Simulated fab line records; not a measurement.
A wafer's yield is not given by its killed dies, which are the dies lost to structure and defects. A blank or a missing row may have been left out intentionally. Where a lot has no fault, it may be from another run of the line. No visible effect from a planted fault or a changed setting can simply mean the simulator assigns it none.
What tool caused it? -- flow berkeley-cmos170 -- Sampling: 14 lots, 42 wafers, 3 of 331 route steps

WHAT EACH GAUGE READ, for each wafer
UCB170_PLDD_TW_MEAS_11. Usual: for PLDD_TW the level is 1007 and the standard deviation is 6.7.
lot,measured,on,PLDD_TW,flag
L882,day 7 16:29,film-metro-03,1010 1002 1001,
L883,day 7 16:37,film-metro-01,1000 1003 1005,
L886,day 8 04:33,film-metro-02,1014 1013 1013,
L885,day 8 05:20,film-metro-02,1015 1014 1011,
L887,day 8 05:37,film-metro-01,1001 1003 1005,
L891,day 8 20:59,film-metro-02,1012 1013 1013,
L889,day 8 21:05,film-metro-02,1018 1012 1011,
L890,day 8 21:14,film-metro-01,1002 1000 1007,
L894,day 9 16:26,film-metro-01,1001 999 996,
L896,day 10 02:40,film-metro-02,1012 1011 1017,
L898,day 10 09:54,film-metro-03,1056 1054 1057 1056 1060 1060,OFF
L899,day 10 10:28,film-metro-02,1064 1063 1069 1070 1070 1068,OFF
L902,day 11 01:11,film-metro-03,1000 1007 1003,
L904,day 11 14:22,film-metro-03,1012 1008 1002,

UCB170_SDANNEAL_RS_MEAS_04: the measuring method here is four-point-probe. Usual: for PLDD_RS the level is 1032.7 ohm/sq and the standard deviation is 2.5.
lot,measured,on,PLDD_RS (ohm/sq),flag
L882,day 8 03:59,film-metro-03,1035.6 1031.1 1034.5,
L883,day 8 05:00,film-metro-03,1031.9 1032.2 1031.1,
L886,day 8 17:11,film-metro-01,1038.5 1032.2 1032.5,
L885,day 8 17:43,film-metro-03,1035.9 1033.0 1034.2,
L887,day 8 18:05,film-metro-02,1036.0 1034.6 1035.0,
L891,day 9 11:13,film-metro-02,1031.1 1031.3 1035.8,
L889,day 9 11:23,film-metro-01,1033.4 1034.3 1034.8,
L890,day 9 11:41,film-metro-03,1030.5 1028.3 1031.8,
L894,day 10 08:08,film-metro-03,1031.3 1030.2 1030.7,
L896,day 10 17:21,film-metro-03,1031.9 1035.4 1034.9,
L898,day 11 00:32,film-metro-01,899.4 903.8 902.4 902.3 903.0 902.7,OFF
L899,day 11 01:01,film-metro-02,902.6 903.4 905.9 901.7 902.5 904.4,OFF
L902,day 11 17:36,film-metro-03,1032.0 1031.2 1032.0,
L904,day 12 07:14,film-metro-02,1028.4 1030.5 1031.7,

TOOL THAT RAN EACH LOT (tool first, then ch and the chambers of the sampled wafers, then the start)
lot,UCB170_PLDD_IMPLANT_09
L882,"implanter-02 ch 0, day 7 16:14"
L883,"implanter-03 ch 0, day 7 16:23"
L886,"implanter-01 ch 0, day 8 04:18"
L885,"implanter-03 ch 0, day 8 05:05"
L887,"implanter-02 ch 0, day 8 05:22"
L891,"implanter-01 ch 0, day 8 20:46"
L889,"implanter-02 ch 0, day 8 20:51"
L890,"implanter-03 ch 0, day 8 21:00"
L894,"implanter-03 ch 0, day 9 16:11"
L896,"implanter-02 ch 0, day 10 02:27"
L898,"implanter-02 ch 0, day 10 09:39"
L899,"implanter-02 ch 0, day 10 10:14"
L902,"implanter-01 ch 0, day 11 00:56"
L904,"implanter-01 ch 0, day 11 14:08"
- UCB170_PLDD_IMPLANT_09

AS READ BY THE TOOLS THEMSELVES (means over the sampled wafers that have a number; for cases with no such wafer, the mark the record gives instead)
UCB170_PLDD_IMPLANT_09. Usual: beam-on-s 10.03 s, standard deviation 0.19; dose-ions-cm2 5e+13, standard deviation 5.1e+10; faraday-current-uA 158.1, standard deviation 3.
lot,tool,beam-on-s (s),dose-ions-cm2,faraday-current-uA,flag
L882,implanter-02,10.27,5e+13,153.8,
L883,implanter-03,9.77,5e+13,162.0,
L886,implanter-01,10.02,5e+13,158.1,
L885,implanter-03,10.22,5e+13,155.2,
L887,implanter-02,10.10,5e+13,156.8,
L891,implanter-01,9.88,5e+13,160.4,
L889,implanter-02,10.06,5e+13,157.3,
L890,implanter-03,10.16,5e+13,156.0,
L894,implanter-03,10.11,5e+13,156.8,
L896,implanter-02,10.01,5e+13,158.4,
L898,implanter-02,12.40,7e+13,175.1,OFF
L899,implanter-02,12.26,7e+13,177.5,OFF
L902,implanter-01,9.82,5e+13,161.0,
L904,implanter-01,10.04,5e+13,157.8,

THE ANSWER, worked out from the rows above alone
Rule: lot off if the mean of its wafers having a number is beyond 3 standard deviations from the usual mean. A lot without any number at a reading at which 4 lots or more have one is off too. Any other lot the step has rows for is counted as sound. Order of review: gauges by route order, followed by the tools' own readings, for which a lot's mean as printed above is used. The first step at which some lot is off is used, and at that step the reading that is off furthest; a lot without a number counts as furthest.
Off: L898, L899, seen at UCB170_PLDD_TW_MEAS_11 (PLDD_TW).
If a tool, at a process step before that reading, ran all the lots that are off and no sound lot after the first of them, it fits. The gauges at UCB170_PLDD_TW_MEAS_11 aren't tried: what is off there is off at UCB170_PLDD_IMPLANT_09 too, on other tools, and a gauge's error can't cause that. One fits: UCB170_PLDD_IMPLANT_09 on implanter-02. Its last sound lot is L896 (day 10 02:27), its first lot that is off L898 (day 10 09:39): a fault that began between those two fits.
The tool's own readings at UCB170_PLDD_IMPLANT_09 bear it out: on the lots that are off they differ by more than 5 times the standard deviation of the sound lots' means. beam-on-s reads 12.33 s there against 10.04 s on the sound lots; dose-ions-cm2 reads 7e+13 there against 5e+13 on the sound lots; faraday-current-uA reads 176.3 there against 157.8 on the sound lots.

WHAT THE SIMULATOR HAD PUT IN
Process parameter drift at UCB170_PLDD_IMPLANT_09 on implanter-02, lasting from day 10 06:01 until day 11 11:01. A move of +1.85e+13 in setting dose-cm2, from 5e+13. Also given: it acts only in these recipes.
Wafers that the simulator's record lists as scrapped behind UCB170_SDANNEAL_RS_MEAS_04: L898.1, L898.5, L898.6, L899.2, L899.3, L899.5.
Shown lots that were struck: L898, L899. Same finding as the rule above.
